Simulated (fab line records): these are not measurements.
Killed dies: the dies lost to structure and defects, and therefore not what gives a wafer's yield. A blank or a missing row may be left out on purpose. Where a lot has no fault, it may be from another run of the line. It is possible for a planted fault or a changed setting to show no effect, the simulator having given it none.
A lot that was struck, set against a sound lot ; flow ritCmos ; 17 out of 202 route steps
Sound: these wafers, L340.2, L340.3, L340.4. Wafers struck: L352.1, L352.4, L352.6. The cause is given at the end.
Each step with rows lists, per side, the tool, then ch with its chambers, then its first start. Under that, the readings that differ: sound wafers ; struck wafers ; difference of the means ; sigmas: that difference in standard deviations of wafers without a fault.
alike: readings whose means differ by less than 2 such deviations, and words and numbers that are the same on both sides. not compared: withheld readings, readings that some wafer has no value for, bounds like >300 that may hide the same value, and numbers for which the record gives no deviation and whose values overlap.
A row with sigmas, a row that says differs or no value, or rows on one side alone: a step with any of these is where the two part. When numbers do not overlap yet have no deviation, they are printed without sigmas and do not part them. A reading missing from all wafers of one side parts the sides only when that side holds two or more wafers.

first, 2 steps without rows for these wafers: RIT_NRETRO_HARDBAKE_07 (time 120 s); RIT_NRETRO_IMPLANT_08.
RIT_NRETRO_STRIP_09: strips in O2, time 180 s.
  sound on plasmaAsher-03 ch 0,1, day 3 10:49; struck on plasmaAsher-03 ch 0,1, day 6 03:24
  alike: drypumpMotorCurrentA
  not compared: rfHoursCounterH
RIT_NRETRO_TW_MEAS_10:
  sound on filmMetro-01 at day 3 11:01; struck on filmMetro-03 at day 6 03:35
  alike: NRETRO_TW
then, 6 steps without rows for these wafers: RIT_PRETRO_HMDS_00 (prime time 60 s); RIT_PRETRO_COAT_01 (resist thk 1300 nm); RIT_PRETRO_SOFTBAKE_02 (time 60 s); RIT_PRETRO_EXPOSE_03 (exposes mask M5, target cd 43700 nm); RIT_PRETRO_PEB_04; RIT_PRETRO_DEVELOP_05 (develop time 68 s).
RIT_PRETRO_OVL_MEAS_06:
  sound on overlay-01 at day 3 11:56; struck on overlay-01 at day 6 04:38
  alike: PRETRO_OVL
then, 1 step without rows for these wafers: RIT_PRETRO_HARDBAKE_07 (time 120 s).
RIT_PRETRO_IMPLANT_08:
  sound on implanter-02 ch 0, day 3 12:15; struck on implanter-03 ch 0, day 6 05:15
RIT_PRETRO_STRIP_09: strips in O2, time 180 s.
  sound on plasmaAsher-04 ch 0,1, day 3 12:22; struck on plasmaAsher-02 ch 0,1, day 6 05:24
  alike: drypumpMotorCurrentA
  not compared: rfHoursCounterH
RIT_PRETRO_TW_MEAS_10:
  sound on filmMetro-02 at day 3 12:34; struck on filmMetro-04 at day 6 05:34
reading;sound;struck;difference;sigmas
PRETRO_TW;475 478 474;586 588 583;+110;+32
then, 2 steps without rows for these wafers: RIT_GATE_WET_ETCH_00 (etches SiO2 in BOE, target depth 56 nm, time 60 s); RIT_M1_PROBE_99.

WHERE THEY PART
Only at RIT_PRETRO_TW_MEAS_10, as far as this record shows.

WHY: the cause the simulator had injected
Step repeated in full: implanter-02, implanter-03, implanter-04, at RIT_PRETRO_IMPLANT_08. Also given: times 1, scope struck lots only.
